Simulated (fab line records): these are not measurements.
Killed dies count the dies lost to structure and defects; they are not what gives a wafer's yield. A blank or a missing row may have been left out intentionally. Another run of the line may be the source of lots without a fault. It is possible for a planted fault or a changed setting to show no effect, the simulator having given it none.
A lot that was struck, set against a sound lot / flow berkeley-cmos170 / 21 steps out of a route of 331
Sound: wafers L697.2, L697.4, L697.6. Wafers L693.2, L693.3, L693.5 were the ones struck. The cause is given at the end.
Each step with rows lists, per side, the tool, then ch with its chambers, then its first start. Under that, the readings that differ: sound wafers / struck wafers / difference of the means / sigmas: that difference in standard deviations of wafers without a fault.
alike: a reading whose means differ by less than 2 such deviations, as well as words and numbers matching on both sides. not compared: withheld readings; readings where some wafer has no value; bounds like >300 that might hide an equal value; numbers whose values overlap and for which the record gives no deviation.
The two part at a step that has a row with sigmas, a row that says differs or no value, or rows on one side only. Numbers that don't overlap but have no deviation are shown without sigmas and don't part them. A reading that every wafer of one side lacks parts them only if that side has two wafers or more.

first, 3 steps without rows for these wafers: UCB170_FIELD_WET_ETCH_04 (etches SiO2 in dHF, time 60 s); UCB170_FIELD_WET_ETCH_05 (etches Si3N4 in H3PO4, time 12600 s); UCB170_FIELD_WET_ETCH_06 (etches SiO2 in BOE, time 22 s).
UCB170_FIELD_THK_MEAS_90:
  sound on film-metro-03 at day 9 13:17; struck on film-metro-01 at day 8 12:18
  alike: FIELD_OXIDE_LEFT_1_THK
then, 2 steps without rows for these wafers: UCB170_SACOX_CLEAN_00 (cleans in dHF, time 7.5 s); UCB170_SACOX_OXIDATION_01 (target thk 14.4 nm, ox time 2400 s).
UCB170_SACOX_THK_MEAS_02:
  sound on film-metro-01 at day 9 20:20; struck on film-metro-04 at day 8 16:41
reading=SACOX_OXIDE_THK (nm); sound=14.4 14.6 14.5; struck=13.7 13.7 13.9; difference=-0.7; sigmas=-2
then, 2 steps without rows for these wafers: UCB170_SCREENOX_WET_ETCH_00 (etches SiO2 in dHF, time 200 s); UCB170_SCREENOX_OXIDATION_01 (target thk 14.4 nm, ox time 2400 s).
UCB170_SCREENOX_THK_MEAS_02:
  sound on film-metro-03 at day 10 04:01; struck on film-metro-03 at day 8 21:08
  alike: SCREENOX_OXIDE_THK
then, 2 steps without rows for these wafers: UCB170_SCREENOX_ANNEAL_03 (time 900 s); UCB170_NVT_HMDS_00 (prime time 60 s).
UCB170_NVT_COAT_01: resist thk 900 nm.
  sound on litho-track-03 ch 0, day 10 09:28; struck on litho-track-01 ch 0, day 9 03:13
reading=spin-speed-rpm (rpm); sound=1500.2 1498.5 1498.9; struck=1672.5 1670.5 1671.5; difference=+172.3; sigmas=+99 or more
reading=model.KrF_of_NVT_COAT_01.thk-nm (nm); sound=902.8 902.1 897.3; struck=856.2 856.5 854.7; difference=-44.9; sigmas=
then, 3 steps without rows for these wafers: UCB170_NVT_SOFTBAKE_02 (time 60 s); UCB170_NVT_EXPOSE_03 (exposes mask PWELL, target cd 3000 nm); UCB170_NVT_PEB_04.
UCB170_NVT_DEVELOP_05: develop time 43.97 s.
  sound: litho-track-01 ch 0; struck: litho-track-04 ch 0
reading=model.KrF_of_NVT_COAT_01.thk-nm (nm); sound=888.7 887.9 883.2; struck=842 842.4 840.6; difference=-45; sigmas=
UCB170_NVT_OVL_MEAS_06:
  sound on overlay-01 at day 10 10:17; struck on overlay-02 at day 9 04:57
reading=NVT_OVL (nm); sound=6 -2 12; struck=-4 -5 -8; difference=-11; sigmas=-2
following that, these wafers have no rows for 1 step: UCB170_NVT_IMPLANT_07.
UCB170_NVT_STRIP_08: strips in O2.
  sound on plasma-asher-01 ch 0,1, day 10 10:28; struck on plasma-asher-03 ch 0,1, day 9 05:08
reading=strip-time-to-endpoint-s (s); sound=21.69 21.69 21.57; struck=20.56 20.60 20.56; difference=-1.08; sigmas=-19
  alike: chamber-pressure-mTorr, drypump-motor-current-A, oes-product-au
  not compared: rf-hours-counter-h
UCB170_NVT_TW_MEAS_09:
  sound on film-metro-04 at day 10 10:35; struck on film-metro-03 at day 9 05:14
  alike: NVT_TW

== WHERE THEY PART ==
First at UCB170_SACOX_THK_MEAS_02; last, within this record, at UCB170_NVT_STRIP_08. Later steps at which nothing parts them and some readings are alike: UCB170_NVT_TW_MEAS_09.

WHY: whatever the simulator had introduced
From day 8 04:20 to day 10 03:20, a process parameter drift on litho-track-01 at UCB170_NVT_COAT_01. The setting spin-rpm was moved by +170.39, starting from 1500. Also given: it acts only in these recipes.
